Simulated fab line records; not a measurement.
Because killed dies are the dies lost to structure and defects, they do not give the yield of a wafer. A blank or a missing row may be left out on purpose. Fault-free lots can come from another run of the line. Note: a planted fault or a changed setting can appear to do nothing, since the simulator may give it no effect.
2 desks, one fault | flow berkeleyCmos170 | only its own numbers are on each desk; what lay behind them is given at the end

== DESK OF THE TOOL OWNER: rieDiel-01 ==
The tool's own readings at UCB170_NWELL_ETCH_13 (etches Si3N4 in CH3F/Ar/O2, stops on SiO2, target depth 246.4 nm, time 154 s): means of the sampled wafers that have a number, for each lot that ran on this tool. Any lot whose mean is over 4 standard deviations away from the usual mean is out of limits and marked OUT; that distance is given in the brackets.
Columns: A = O2_flow_sccm at UCB170_NWELL_ETCH_13, usual 6.997 sccm; B = drypumpMotorCurrentA at UCB170_NWELL_ETCH_13, usual 5.6 A; C = oesProductAu at UCB170_NWELL_ETCH_13, usual 0.940 a.u.; D = runLengthS at UCB170_NWELL_ETCH_13, usual 182.3 s; E = throttleValvePct at UCB170_NWELL_ETCH_13, usual 8.06 %
lot  | first seen here | A     | B   | C                | D               | E
L594 | day 4 01:25     | 6.992 | 5.5 | 1.010 (+4.7) OUT | 171.8 (-22) OUT | 8.15
L600 | day 5 01:44     | 6.993 | 5.9 | 1.002 (+4.1) OUT | 171.9 (-22) OUT | 8.09
L610 | day 7 07:21     | 6.990 | 5.4 | 0.943            | 182.3           | 7.94
Finding of this desk: L594, L600 out of limits; the first was L594 at day 4 01:25, on oesProductAu at UCB170_NWELL_ETCH_13. L610 stayed within limits.

== THE METROLOGY DESK ==
What the gauges read, lot by lot, whatever tool the lot ran on: means of the sampled wafers that have a number. Any lot whose mean is over 4 standard deviations away from the usual mean is out of limits and marked OUT; that distance is given in the brackets.
Columns: A = NWELL_OXIDE_THK at UCB170_NWELL_THK_MEAS_02, usual 26.3 nm; B = NWELL_NITRIDE_THK at UCB170_NWELL_THK_MEAS_05, usual 223.2 nm; C = NWELL_OVL at UCB170_NWELL_OVL_MEAS_12, usual -4 nm
lot  | first seen here | A    | B     | C
L588 | day 2 11:21     | 25.9 | 221.3 | -4
L594 | day 3 13:53     | 25.3 | 220.9 | 0
L600 | day 4 16:45     | 26.3 | 223.7 | -6
L605 | day 5 22:07     | 26.1 | 222.1 | -1
L608 | day 6 09:17     | 26.1 | 224.0 | -5
L610 | day 6 21:43     | 26.3 | 222.8 | 0
Result from this desk: across the 6 lots, nothing is out of limits.

== ALL TOGETHER ==
At day 4 01:25, on L594, L600, the tool owner's desk was in a position to raise an alarm.
Metrology desk: nothing out of limits seen.
The metrology desk holds a record of L594, L600, inside its limits.
Every lot named ran UCB170_NWELL_ETCH_13 on rieDiel-01.

== WHAT THE SIMULATOR HAD PUT IN ==
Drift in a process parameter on rieDiel-01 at UCB170_NWELL_ETCH_13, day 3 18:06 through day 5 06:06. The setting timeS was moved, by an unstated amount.
Shown lots that were struck: L594, L600.
Delay in hours, fault start to first out-of-limits reading, by desk: the tool owner's desk at 7.
